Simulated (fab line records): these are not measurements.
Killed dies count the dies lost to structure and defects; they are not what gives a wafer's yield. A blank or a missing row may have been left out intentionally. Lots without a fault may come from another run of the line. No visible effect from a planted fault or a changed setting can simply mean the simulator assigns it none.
Split-lot trial + flow ritCmos + 23 wafers read across 5 lots, on a route 202 steps long

== THE SPLIT ITSELF ==
At RIT_PLDD_IMPLANT_08, the setting energyKev was moved away from the recipe's 20 on 9 of the 23 wafers read, by -5.0% to +3.9%. For the rest of the wafers, this setting stayed at what the recipe calls for.

== FROM THE SPLIT TO THE READING: what the file shows between them, 9 steps ==
- RIT_PLDD_STRIP_09: strips in O2, time 180 s
- RIT_SPACER_CLEAN_00: cleans in SC1, time 600 s
- RIT_NSD_COAT_01: resist thk 1000 nm (also split here: resistThkNm)
- RIT_NSD_SOFTBAKE_02: time 60 s
- RIT_NSD_EXPOSE_03: exposes mask M9, target cd 40700 nm
- RIT_NSD_DEVELOP_05: develop time 50 s
- RIT_NSD_HARDBAKE_07: time 60 s
- RIT_PSD_DEVELOP_05: develop time 50 s (also split here: devTempC)
- RIT_PSD_HARDBAKE_07: time 60 s

== THE READING ==
PLDD_RS (ohm/sq), read at RIT_SDANNEAL_RS_MEAS_06 with a four-point probe. Fault-free wafers of this fab line usually give 178.9 ohm/sq, standard deviation 0.53 ohm/sq.

| wafer  | tool, chamber at the split | energyKev as run | against the recipe | PLDD_RS, ohm/sq | against lot-mates on the recipe |
|--------|----------------------------|------------------|--------------------|-----------------|---------------------------------|
| L075.2 | implanter-04, 0            | 20               | recipe             | 178.6           | -                               |
| L075.3 | implanter-04, 0            | 20               | recipe             | 178.7           | -                               |
| L075.5 | implanter-04, 0            | 20               | recipe             | 179.2           | -                               |
| L077.1 | implanter-02, 0            | 20.59            | +3.0%              | 176.6           | -1.9                            |
| L077.2 | implanter-02, 0            | 20               | recipe             | 178.4           | -                               |
| L077.3 | implanter-02, 0            | 20               | recipe             | 178.8           | -                               |
| L077.4 | implanter-02, 0            | 20               | recipe             | 178.4           | -                               |
| L077.6 | implanter-02, 0            | 20.59            | +3.0%              | 177.0           | -1.5                            |
| L080.1 | implanter-04, 0            | 20               | recipe             | 179.3           | -                               |
| L080.2 | implanter-04, 0            | 20               | recipe             | 179.3           | -                               |
| L080.3 | implanter-04, 0            | 20               | recipe             | 178.9           | -                               |
| L080.4 | implanter-04, 0            | 20.78            | +3.9%              | 176.8           | -2.4                            |
| L080.5 | implanter-04, 0            | 20.78            | +3.9%              | 177.1           | -2.1                            |
| L083.1 | implanter-04, 0            | 20               | recipe             | 178.6           | -                               |
| L083.2 | implanter-04, 0            | 19.03            | -4.8%              | 181.6           | +3.2                            |
| L083.4 | implanter-04, 0            | 20               | recipe             | 178.3           | -                               |
| L083.5 | implanter-04, 0            | 19.03            | -4.8%              | 182.0           | +3.6                            |
| L083.6 | implanter-04, 0            | 19.03            | -4.8%              | 181.7           | +3.2                            |
| L084.1 | implanter-02, 0            | 19               | -5.0%              | 181.8           | +2.7                            |
| L084.2 | implanter-02, 0            | 20               | recipe             | 178.8           | -                               |
| L084.4 | implanter-02, 0            | 20               | recipe             | 178.9           | -                               |
| L084.5 | implanter-02, 0            | 19               | -5.0%              | 181.7           | +2.6                            |
| L084.6 | implanter-02, 0            | 20               | recipe             | 179.5           | -                               |

THE FIT
A straight line over all 23 wafers: PLDD_RS changes by -0.584 ohm/sq for each +1% of energyKev; r = -0.98; the points scatter about the line by 0.35 ohm/sq.
The same after taking each lot's own level away (the mean of its wafers on the recipe; 23 wafers): -0.607 ohm/sq for each +1%; r = -0.99; scatter 0.28 ohm/sq.
On that fit, the largest move of energyKev shifts the reading by 3 ohm/sq.
The span of the lots' own levels, 178.45 to 179.17 ohm/sq, comes to 1.4 times the standard deviation stated above.
The two slopes agree, so the slope changes little with the lot-to-lot level.
Check: with one of the wafers moved furthest among these (-5.0%) left out of the fit, the line predicts +3.14 ohm/sq for it against its lot-mates. Against them it came out at +2.73 ohm/sq.

== FURTHER SPLITS ON THESE WAFERS ==
Before the reading, these wafers also passed through other splits. Each is held against what the fit with the lots' levels taken away leaves over:
| other split on the same wafers  | wafers away from the commonest value | r with PLDD_RS (lot level and that fit taken away) |
|---------------------------------|--------------------------------------|----------------------------------------------------|
| RIT_ACTIVE_OXIDATION_01 oxTimeS | 15                                   | +0.23                                              |
| RIT_NRETRO_IMPLANT_08 energyKev | 6                                    | +0.05                                              |
| RIT_PRETRO_IMPLANT_08 doseCm2   | 11                                   | -0.13                                              |
| RIT_GATE_OXIDATION_05 oxTimeS   | 15                                   | -0.36                                              |
| RIT_GATE_DEVELOP_15 devTempC    | 7                                    | -0.16                                              |
| RIT_REOX_OXIDATION_03 tempC     | 15                                   | -0.02                                              |
| RIT_NLDD_IMPLANT_08 energyKev   | 5                                    | +0.40                                              |
| RIT_PLDD_HARDBAKE_07 tempC      | 9                                    | -0.01                                              |
| RIT_NSD_COAT_01 resistThkNm     | 11                                   | +0.16                                              |
| RIT_PSD_DEVELOP_05 devTempC     | 12                                   | -0.29                                              |

== THE WHOLE CHAIN: every reading that the file lists as answering this split, in the file's order ==
| step                    | what it does                 | reading                                                        | change (the file's fit)                | r (the file's) |
|-------------------------|------------------------------|----------------------------------------------------------------|----------------------------------------|----------------|
| RIT_PLDD_IMPLANT_08     |                              | implant.rpNm (the simulator's own value, which no gauge read)  | +0.137 nm for each +1% of the setting  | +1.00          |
| RIT_PLDD_IMPLANT_08     |                              | implant.drpNm (the simulator's own value, which no gauge read) | +0.0687 nm for each +1% of the setting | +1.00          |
| RIT_SDANNEAL_RS_MEAS_06 | measures by four-point-probe | PLDD_RS                                                        | -0.6 for each +1% of the setting       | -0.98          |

== THE FILE'S OWN FIT ==
PLDD_RS changes by -0.6 ohm/sq for each +1% of energyKev, r = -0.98.
